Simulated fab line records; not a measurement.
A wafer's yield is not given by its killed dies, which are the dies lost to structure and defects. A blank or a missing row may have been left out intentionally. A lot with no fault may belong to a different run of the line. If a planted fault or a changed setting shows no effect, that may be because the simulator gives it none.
One fault seen from 2 desks -- flow berkeleyCmos170 -- each desk has only its own numbers; what lay behind them comes last

FROM THE METROLOGY DESK
What the gauges read, lot by lot, whatever tool the lot ran on: means of the sampled wafers that have a number. Any lot whose mean is over 4 standard deviations away from the usual mean is out of limits and marked OUT; that distance is given in the brackets.
Columns: A = cdNm at UCB170_M2_CD_MEAS_15, usual 699.3 nm; B = V2_OVL at UCB170_V2_OVL_MEAS_13, usual -1 nm
lot,first seen here,A,B
L417,day 8 01:31,700.3,-4
L418,day 8 01:58,699.6,3
L416,day 8 02:16,701.1,10
L421,day 9 03:26,810.4 (+85) OUT,2
L427,day 10 03:08,791.8 (+71) OUT,-1
L426,day 10 03:09,699.1,1
L430,day 10 21:53,697.5,-8
L431,day 10 22:28,697.6,1
L429,day 10 23:02,699.6,-3
L433,day 11 04:19,698.3,-6
L432,day 11 04:49,701.5,-8
L434,day 11 12:19,700.2,3
L436,day 11 12:58,697.5,-1
L438,day 12 03:44,700.6,3
This desk's finding: out of limits on L421, L427; first on L421, day 9 03:26 (cdNm at UCB170_M2_CD_MEAS_15). In limits: L417, L418, L416, L426, L430, L431, L429, L433, L432, L434, L436, L438.

FOR THE TOOL OWNER'S DESK: lithoTrack-02
For each lot that ran on this tool, the mean over its sampled wafers that have a number, from the tool's own readings at UCB170_M2_PEB_13. Any lot whose mean is over 4 standard deviations away from the usual mean is out of limits and marked OUT; that distance is given in the brackets.
Columns: A = heaterPowerTotalW at UCB170_M2_PEB_13, usual 56.80 W; B = plateTempC at UCB170_M2_PEB_13, usual 130.00 C
lot,first seen here,A,B
L417,day 8 01:14,56.78,130.10
L421,day 9 03:10,50.66 (-99 or more) OUT,119.16 (-83) OUT
L427,day 10 02:52,50.66 (-99 or more) OUT,119.16 (-83) OUT
This desk's finding: out of limits on L421, L427; first on L421, day 9 03:10 (heaterPowerTotalW at UCB170_M2_PEB_13). In limits: L417.

TAKEN TOGETHER
The tool owner's desk could have raised an alarm at day 9 03:10, on L421, L427.
On L421, L427, the metrology desk was in a position to raise an alarm at day 9 03:26.
The lots listed all ran UCB170_M2_PEB_13 on lithoTrack-02.

WHAT THE SIMULATOR HAD INSERTED
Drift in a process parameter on lithoTrack-02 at UCB170_M2_PEB_13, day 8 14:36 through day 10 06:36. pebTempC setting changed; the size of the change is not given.
Lots struck among those shown: L421, L427.
Hours from the fault's start to each desk's first reading out of limits: the tool owner's desk, 13; the metrology desk, 13.
